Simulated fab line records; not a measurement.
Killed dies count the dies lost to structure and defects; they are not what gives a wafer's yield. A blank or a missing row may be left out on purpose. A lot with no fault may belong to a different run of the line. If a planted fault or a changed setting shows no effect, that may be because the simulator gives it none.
A lot that was struck, set against a sound lot	flow rit cmos	27 steps out of a route of 202
Sound: wafers L722.1, L722.3, L722.4. The struck wafers were L726.2, L726.4, L726.5. The cause comes at the end.
For every step that has rows: the tool of each side, followed by ch and its chambers, followed by its first start. Under that, the readings that differ: sound wafers	struck wafers	difference of the means	sigmas: that difference in standard deviations of wafers without a fault.
alike: same words and numbers on both sides, and readings whose means sit less than 2 such deviations apart. not compared: any withheld reading, any reading some wafer has no value for, any bound like >300 that may hide the same value, and any number with overlapping values for which the record gives no deviation.
Wherever a step has rows on one side only, a row that says differs or no value, or a row with sigmas, the two part there. Numbers that have no deviation but don't overlap get no sigmas and don't part them. Lack of a reading on every wafer of one side parts them only where that side has two or more wafers.

RIT_ACTIVE_BOW_MEAS_00:
  sound on film metro-02 at day 3 07:00; struck on film metro-04 at day 4 03:01
  alike: INCOMING_BOW
RIT_ACTIVE_OXIDATION_01: target thk 46.8 nm, ox time 3360 s.
  sound on furnace-01 ch 0, day 3 07:29; struck on furnace-04 ch 0, day 4 03:07
reading	sound	struck	difference	sigmas
ox time s (s)	3360 3360 3360	2688 2688 2688	-672	
model.SiO2_of_ACTIVE_OXIDATION_01.thk nm (nm)	48.39 49.72 48.48	41.74 41.99 41.65	-7.07	
  alike: ox temp c, spike tc source C
RIT_ACTIVE_THK_MEAS_02:
  sound on film metro-03 at day 3 09:25; struck on film metro-04 at day 4 05:17
reading	sound	struck	difference	sigmas
ACTIVE_OXIDE_THK (nm)	48.4 49.7 48.4	41.7 42.0 41.7	-7.0	-8
  not compared: hold
RIT_ACTIVE_THK_MEAS_04:
  sound on film metro-03 at day 3 10:53; struck on film metro-02 at day 4 09:55
  alike: ACTIVE_NITRIDE_THK
then, 6 steps without rows for these wafers: RIT_ACTIVE_HMDS_05 (prime time 60 s); RIT_ACTIVE_COAT_06 (resist thk 984.4 nm); RIT_ACTIVE_SOFTBAKE_07 (time 60 s); RIT_ACTIVE_EXPOSE_08 (exposes mask M1, target cd 1400 nm); RIT_ACTIVE_PEB_09; RIT_ACTIVE_DEVELOP_10 (develop time 50 s).
RIT_ACTIVE_CD_MEAS_11: target cd 1400 nm.
  sound on cd sem-01 at day 3 11:55; struck on cd sem-01 at day 4 11:05
reading	sound	struck	difference	sigmas
cd nm (nm)	1399.9 1400.5 1399.7	1394.3 1395.5 1392.6	-5.9	-3
then, 1 step without rows for these wafers: RIT_ACTIVE_HARDBAKE_12 (time 60 s).
RIT_ACTIVE_ETCH_13: etches Si3N4 in SF6, stops on SiO2, time 210 s, target depth 210 nm.
  sound on rie diel-03 ch 0,2,3, day 3 12:11; struck on rie diel-04 ch 1,2,3, day 4 11:20
  alike: drypump motor current A, oes product au, throttle valve pct
  not compared: rf hours counter h
RIT_ACTIVE_STRIP_14: strips in O2, time 180 s.
  sound on plasma asher-01 ch 0,1, day 3 12:19; struck on plasma asher-02 ch 0, day 4 11:28
  alike: drypump motor current A
  not compared: rf hours counter h
RIT_ACTIVE_CD_MEAS_90: target cd 1400 nm.
  sound on cd sem-02 at day 3 12:30; struck on cd sem-02 at day 4 11:40
reading	sound	struck	difference	sigmas
cd nm (nm)	1399.9 1400.3 1399.3	1394.2 1395.5 1392.7	-5.7	-2
then, 4 steps without rows for these wafers: RIT_ACTIVE_CLEAN_15 (cleans in SC1, time 600 s); RIT_ACTIVE_CLEAN_16 (cleans in dHF, time 30 s); RIT_ACTIVE_CLEAN_17 (cleans in SC2, time 600 s); RIT_FOX1_OXIDATION_00 (target thk 350.7 nm, ox time 1130 s).
RIT_FOX1_THK_MEAS_01:
  sound on film metro-01 at day 3 14:20; struck on film metro-01 at day 4 13:50
  alike: FOX1_OXIDE_THK
then, 2 steps without rows for these wafers: RIT_FOX1_WET_ETCH_02 (etches SiO2 in BOE, target depth 350 nm, time 390 s); RIT_FOX2_OXIDATION_00 (target thk 350.7 nm, ox time 1130 s).
RIT_FOX2_THK_MEAS_01:
  sound on film metro-01 at day 3 15:49; struck on film metro-04 at day 4 15:56
  alike: FOX2_OXIDE_THK
then, 1 step without rows for these wafers: RIT_FOX2_CLEAN_02 (cleans in dHF, time 180 s).
RIT_FOX2_WET_ETCH_03: etches Si3N4 in H3PO4, target depth 195 nm, time 2700 s.
  sound on wet bench-04 ch 1, day 3 15:56; struck on wet bench-04 ch 1, day 4 16:11
reading	sound	struck	difference	sigmas
model.SiO2_of_ACTIVE_OXIDATION_01.thk nm (nm)	43.09 44.27 42.53	36.53 37.22 35.93	-6.74	
RIT_FOX2_THK_MEAS_90:
  sound on film metro-03 at day 3 16:42; struck on film metro-01 at day 4 16:57
  alike: FIELD_OXIDE_LEFT_1_THK
RIT_M1_PROBE_99:
  the record has rows for the sound wafers here (prober-02, day 5 06:06) and none for the struck ones

WHERE THEY PART
First at RIT_ACTIVE_THK_MEAS_02; last, within this record, at RIT_M1_PROBE_99.

WHY: the cause the simulator had injected
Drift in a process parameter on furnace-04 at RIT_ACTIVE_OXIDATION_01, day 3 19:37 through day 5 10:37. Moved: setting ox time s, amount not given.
